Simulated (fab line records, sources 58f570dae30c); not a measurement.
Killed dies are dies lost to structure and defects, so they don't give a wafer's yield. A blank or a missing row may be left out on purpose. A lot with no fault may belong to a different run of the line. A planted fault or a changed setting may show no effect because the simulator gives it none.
A struck lot beside a sound one / flow berkeley cmos170 / 14 steps out of a route of 331
Sound: these wafers, L141.4, L141.5, L141.6. Wafers struck: L153.3, L153.4, L153.6. Last of all comes the cause.
Per side, at each step with rows, come the tool, then ch with its chambers, and then its first start. Under that, the readings that differ: sound wafers / struck wafers / difference of the means / sigmas: that difference in standard deviations of wafers without a fault.
alike: a reading whose means differ by less than 2 such deviations, as well as words and numbers matching on both sides. not compared: withheld readings; readings where some wafer has no value; bounds like >300 that might hide an equal value; numbers whose values overlap and for which the record gives no deviation.
A row with sigmas, a row that says differs or no value, or rows on one side alone: a step with any of these is where the two part. Non-overlapping numbers with no deviation appear without sigmas and do not part them. Lack of a reading on every wafer of one side parts them only where that side has two or more wafers.

first, 4 steps without rows for these wafers: UCB170_NWELL_WET_ETCH_19 (etches SiO2 in BOE, time 22 s); UCB170_PWELL_CLEAN_00 (cleans in SPM, time 600 s); UCB170_PWELL_CLEAN_01 (cleans in dHF, time 60 s); UCB170_PWELL_OXIDATION_02 (target thk 26.4 nm, ox time 1260 s).
UCB170_PWELL_THK_MEAS_03:
  sound on film metro-01, day 3 07:13; struck on film metro-04, day 5 16:20
  alike: PWELL_OXIDE_THK
then, 2 steps without rows for these wafers: UCB170_PWELL_ANNEAL_04 (time 900 s); UCB170_PWELL_CVD_05 (deposits Si3N4 from SiH2Cl2/NH3, target thk 220 nm, time 3300 s).
UCB170_PWELL_THK_MEAS_06:
  sound on film metro-01, day 3 14:22; struck on film metro-02, day 6 04:33
  alike: PWELL_NITRIDE_THK
then, 4 steps without rows for these wafers: UCB170_PWELL_HMDS_07 (prime time 60 s); UCB170_PWELL_COAT_08 (resist thk 900 nm); UCB170_PWELL_SOFTBAKE_09 (time 60 s); UCB170_PWELL_EXPOSE_10 (exposes mask PWELL, target cd 3000 nm).
UCB170_PWELL_PEB_11:
  struck on litho track-02, day 6 05:20; sound on litho track-01 ch 0, day 3 15:58
  no value came back on the struck wafers for chill plate temp C (C), exhaust pa (Pa); on the sound wafers chill plate temp C (C) reads 23.05 22.96 22.98
then, 1 step without rows for these wafers: UCB170_PWELL_DEVELOP_12 (develop time 45 s).

## WHERE THEY PART
UCB170_PWELL_PEB_11 only, going by this record.

WHY: what had been put in by the simulator
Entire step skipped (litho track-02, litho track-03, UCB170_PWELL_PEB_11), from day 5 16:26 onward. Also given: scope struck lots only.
